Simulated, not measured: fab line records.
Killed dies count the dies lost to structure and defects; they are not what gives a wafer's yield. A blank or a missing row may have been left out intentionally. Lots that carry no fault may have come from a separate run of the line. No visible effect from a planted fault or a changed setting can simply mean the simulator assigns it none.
fab line records || flow berkeley-cmos170
record {"lots": 14, "wafers": 42, "last-day": 13}
route steps=331 shown V2@302
lots untouched by any fault: they come from a run of this same line in which no faults occurred
start-h: hours from the record's opening day to when the first of the lot's shown wafers began || wait-h: hours since the lot's step before || " same as the row above || L1.1+2: one row covering several wafers at once || - no value, or no start given || * or withheld: withheld || < > ~ a bound
route shown NAME@n: NAME is a module with steps in the file, n the number in the route of the first one || usual: mean and standard deviation over wafers with no fault || same: alike in all rows || chamber/n: place in a boat || sites: readings site by site || _std_site: their standard deviation || _edge_site: the outer-site mean with the inner-site mean subtracted || radius-mm: how far each site lies from the wafer's centre || mask NAME#n: copy n || behind: the most recent tool/chamber to have shaped the wafer || hold: why the lot went on hold/how many hours it stayed there/how the hold came to an end || device: transistor that didn't switch, given as n, p or np || end of line: tests run on the same wafers once the route is complete || a step without rows: its recipe alone || killed: count of dies lost to structure and defects at first sort (not the wafer's yield) || map: the dies of a wafer, with x for killed, . for not killed, _ for no die there
set.NAME: the setting as run; set.NAME@STEP: as run at that earlier step || model.NAME: the simulator's own value behind a step, which no gauge read
route steps across a sampled set of lots; one table per step, one row per wafer
## steps
# step UCB170_V2_PEB_10
# recipe {"peb-temp-c": 130, "peb-time-s": "withheld", "resist": "KrF"}
# usual {"chill-plate-temp-C": "23.03/0.092", "exhaust-pa": "44.9/0.89"}
{"lot.wafer": "L318.2", "tool": "litho-track-04", "chamber": 0, "start-h": 174.75, "wait-h": 0.4, "chill-plate-temp-C": 23.03, "exhaust-pa": 44.0}
{"lot.wafer": "L318.5", "tool": "litho-track-04", "chamber": 0, "start-h": 174.75, "wait-h": 0.4, "chill-plate-temp-C": 23.11, "exhaust-pa": 43.3}
{"lot.wafer": "L318.6", "tool": "litho-track-04", "chamber": 0, "start-h": 174.75, "wait-h": 0.4, "chill-plate-temp-C": 23.04, "exhaust-pa": 44.8}
{"lot.wafer": "L317.4", "tool": "litho-track-01", "chamber": 0, "start-h": 180.07, "wait-h": 0.1, "chill-plate-temp-C": 23.02, "exhaust-pa": 45.7}
{"lot.wafer": "L317.5", "tool": "litho-track-01", "chamber": 0, "start-h": 180.07, "wait-h": 0.1, "chill-plate-temp-C": 23.08, "exhaust-pa": 44.1}
{"lot.wafer": "L317.6", "tool": "litho-track-01", "chamber": 0, "start-h": 180.07, "wait-h": 0.1, "chill-plate-temp-C": 23.04, "exhaust-pa": 45.8}
{"lot.wafer": "L319.1", "tool": "litho-track-03", "chamber": 0, "start-h": 184.41, "wait-h": 0.1, "chill-plate-temp-C": 23.13, "exhaust-pa": 44.7}
{"lot.wafer": "L319.3", "tool": "litho-track-03", "chamber": 0, "start-h": 184.41, "wait-h": 0.1, "chill-plate-temp-C": 23.02, "exhaust-pa": 46.7}
{"lot.wafer": "L319.5", "tool": "litho-track-03", "chamber": 0, "start-h": 184.41, "wait-h": 0.1, "chill-plate-temp-C": 23.06, "exhaust-pa": 44.7}
{"lot.wafer": "L320.3", "tool": "litho-track-03", "chamber": "-", "start-h": 201.07, "wait-h": 0.1, "chill-plate-temp-C": "-", "exhaust-pa": "-"}
{"lot.wafer": "L320.4", "tool": "litho-track-03", "chamber": "-", "start-h": 201.07, "wait-h": 0.1, "chill-plate-temp-C": "-", "exhaust-pa": "-"}
{"lot.wafer": "L320.6", "tool": "litho-track-03", "chamber": "-", "start-h": 201.07, "wait-h": 0.1, "chill-plate-temp-C": "-", "exhaust-pa": "-"}
{"lot.wafer": "L321.1", "tool": "litho-track-04", "chamber": "-", "start-h": 201.26, "wait-h": 0.1, "chill-plate-temp-C": "-", "exhaust-pa": "-"}
{"lot.wafer": "L321.2", "tool": "litho-track-04", "chamber": "-", "start-h": 201.26, "wait-h": 0.1, "chill-plate-temp-C": "-", "exhaust-pa": "-"}
{"lot.wafer": "L321.6", "tool": "litho-track-04", "chamber": "-", "start-h": 201.26, "wait-h": 0.1, "chill-plate-temp-C": "-", "exhaust-pa": "-"}
{"lot.wafer": "L324.2", "tool": "litho-track-04", "chamber": 0, "start-h": 214.12, "wait-h": 0.3, "chill-plate-temp-C": 23.09, "exhaust-pa": 44.8}
{"lot.wafer": "L324.4", "tool": "litho-track-04", "chamber": 0, "start-h": 214.12, "wait-h": 0.3, "chill-plate-temp-C": 22.95, "exhaust-pa": 44.2}
{"lot.wafer": "L324.6", "tool": "litho-track-04", "chamber": 0, "start-h": 214.12, "wait-h": 0.3, "chill-plate-temp-C": 23.10, "exhaust-pa": 44.8}
{"lot.wafer": "L325.2", "tool": "litho-track-03", "chamber": 0, "start-h": 216.57, "wait-h": 0.2, "chill-plate-temp-C": 22.96, "exhaust-pa": 45.6}
{"lot.wafer": "L325.3", "tool": "litho-track-03", "chamber": 0, "start-h": 216.57, "wait-h": 0.2, "chill-plate-temp-C": 23.10, "exhaust-pa": 46.3}
{"lot.wafer": "L325.5", "tool": "litho-track-03", "chamber": 0, "start-h": 216.57, "wait-h": 0.2, "chill-plate-temp-C": 22.97, "exhaust-pa": 44.4}
{"lot.wafer": "L330.2", "tool": "litho-track-04", "chamber": 0, "start-h": 265.86, "wait-h": 0.3, "chill-plate-temp-C": 23.00, "exhaust-pa": 46.0}
{"lot.wafer": "L330.3", "tool": "litho-track-04", "chamber": 0, "start-h": 265.86, "wait-h": 0.3, "chill-plate-temp-C": 22.90, "exhaust-pa": 45.2}
{"lot.wafer": "L330.6", "tool": "litho-track-04", "chamber": 0, "start-h": 265.86, "wait-h": 0.3, "chill-plate-temp-C": 22.97, "exhaust-pa": 45.4}
{"lot.wafer": "L334.1", "tool": "litho-track-01", "chamber": 0, "start-h": 274.38, "wait-h": 0.2, "chill-plate-temp-C": 23.07, "exhaust-pa": 44.9}
{"lot.wafer": "L334.4", "tool": "litho-track-01", "chamber": 0, "start-h": 274.38, "wait-h": 0.2, "chill-plate-temp-C": 22.90, "exhaust-pa": 45.6}
{"lot.wafer": "L334.5", "tool": "litho-track-01", "chamber": 0, "start-h": 274.38, "wait-h": 0.2, "chill-plate-temp-C": 23.09, "exhaust-pa": 46.1}
{"lot.wafer": "L333.1", "tool": "litho-track-03", "chamber": 0, "start-h": 274.71, "wait-h": 0.1, "chill-plate-temp-C": 23.09, "exhaust-pa": 44.8}
{"lot.wafer": "L333.5", "tool": "litho-track-03", "chamber": 0, "start-h": 274.71, "wait-h": 0.1, "chill-plate-temp-C": 23.09, "exhaust-pa": 46.3}
{"lot.wafer": "L333.6", "tool": "litho-track-03", "chamber": 0, "start-h": 274.71, "wait-h": 0.1, "chill-plate-temp-C": 22.93, "exhaust-pa": 45.7}
{"lot.wafer": "L335.1", "tool": "litho-track-01", "chamber": 0, "start-h": 282.46, "wait-h": 0.1, "chill-plate-temp-C": 22.99, "exhaust-pa": 44.8}
{"lot.wafer": "L335.2", "tool": "litho-track-01", "chamber": 0, "start-h": 282.46, "wait-h": 0.1, "chill-plate-temp-C": 23.09, "exhaust-pa": 45.9}
{"lot.wafer": "L335.4", "tool": "litho-track-01", "chamber": 0, "start-h": 282.46, "wait-h": 0.1, "chill-plate-temp-C": 23.00, "exhaust-pa": 45.8}
{"lot.wafer": "L336.1", "tool": "litho-track-01", "chamber": 0, "start-h": 283.88, "wait-h": 0.1, "chill-plate-temp-C": 23.03, "exhaust-pa": 44.5}
{"lot.wafer": "L336.2", "tool": "litho-track-01", "chamber": 0, "start-h": 283.88, "wait-h": 0.1, "chill-plate-temp-C": 23.10, "exhaust-pa": 43.4}
{"lot.wafer": "L336.3", "tool": "litho-track-01", "chamber": 0, "start-h": 283.88, "wait-h": 0.1, "chill-plate-temp-C": 23.04, "exhaust-pa": 45.2}
{"lot.wafer": "L338.4", "tool": "litho-track-04", "chamber": 0, "start-h": 307.07, "wait-h": 0.6, "chill-plate-temp-C": 23.10, "exhaust-pa": 44.0}
{"lot.wafer": "L338.5", "tool": "litho-track-04", "chamber": 0, "start-h": 307.07, "wait-h": 0.6, "chill-plate-temp-C": 23.09, "exhaust-pa": 45.0}
{"lot.wafer": "L338.6", "tool": "litho-track-04", "chamber": 0, "start-h": 307.07, "wait-h": 0.6, "chill-plate-temp-C": 23.08, "exhaust-pa": 44.9}
{"lot.wafer": "L337.1", "tool": "litho-track-04", "chamber": 0, "start-h": 307.27, "wait-h": 0.2, "chill-plate-temp-C": 22.91, "exhaust-pa": 45.2}
{"lot.wafer": "L337.2", "tool": "litho-track-04", "chamber": 0, "start-h": 307.27, "wait-h": 0.2, "chill-plate-temp-C": 23.08, "exhaust-pa": 44.3}
{"lot.wafer": "L337.4", "tool": "litho-track-04", "chamber": 0, "start-h": 307.27, "wait-h": 0.2, "chill-plate-temp-C": 22.89, "exhaust-pa": 44.7}
## key
first-sign {"step": "UCB170_V2_PEB_10", "reading": "tool-record", "direction": "missing"}
effect none on later readings
met-at UCB170_V2_PEB_10
struck-lots L320,L321
later-rows-left-out L320.3,L320.4,L320.6,L321.1,L321.2,L321.6
sort-left-out L320.3,L320.4,L320.6,L321.1,L321.2,L321.6
onset-between 184.41 201.07
fault {"kind": "skipped-step-whole", "tool": "litho-track-03,litho-track-04", "chamber": "-", "onset-h": 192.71, "steps": "UCB170_V2_PEB_10", "scope": "struck-lots-only"}
# sort-left-out: the simulated sort isn't trusted on such a fault, so these wafers' sort isn't shown, and their yield isn't known
# later-rows-left-out: the simulator's readings of these wafers behind a module that went badly wrong aren't trusted and aren't shown, but for the sort
